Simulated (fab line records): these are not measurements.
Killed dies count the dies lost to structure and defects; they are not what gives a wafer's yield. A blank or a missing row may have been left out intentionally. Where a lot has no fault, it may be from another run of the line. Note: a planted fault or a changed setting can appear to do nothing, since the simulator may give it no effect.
Chamber matching ; flow rit_cmos ; RIT_ACTIVE_ETCH_13 on rie_diel-01 has 4 sister chambers
The step etches Si3N4 in SF6, stops on SiO2, time 210 s, target depth 210 nm. 4 wafers are shown with their chamber, then 7 later ones without.

## EACH WAFER AND ITS CHAMBER
wafer;chamber;drypump_motor_current_A (A)
L399.4;1;5.8
L411.4;0;6.0
L412.3;2;5.8
L412.4;3;6.3

## WAFERS MISSING THEIR CHAMBER
wafer;drypump_motor_current_A (A)
L412.5;6.0
L415.2;6.0
L415.4;6.4
L415.6;6.0
L418.1;6.4
L418.4;6.0
L418.6;5.8

## CHAMBER TAKEN BY EACH
wafer;from the rows above;in truth
L412.5;0;0
L415.2;0;0
L415.4;3;3
L415.6;0;0
L418.1;3;3
L418.4;0;0
L418.6;can't be placed: 1 or 2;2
Correct placement for 6 of the 7. Unplaceable from these rows: 1, with the true chamber sitting among the candidates in 1. Placed wrongly: 0.
How it was worked out, from the rows above alone: a wafer's distance from a chamber is the root of the sum, over the readings, of the square of ((its reading less the chamber's mean) divided by the reading's scatter). The wafer belongs to the nearest chamber; if the next one is less than 2 further off, it can't be placed. A chamber's mean is the mean of its shown wafers. The scatter: root of mean squared gap, hidden wafer to nearest shown wafer, with one shown wafer a chamber.
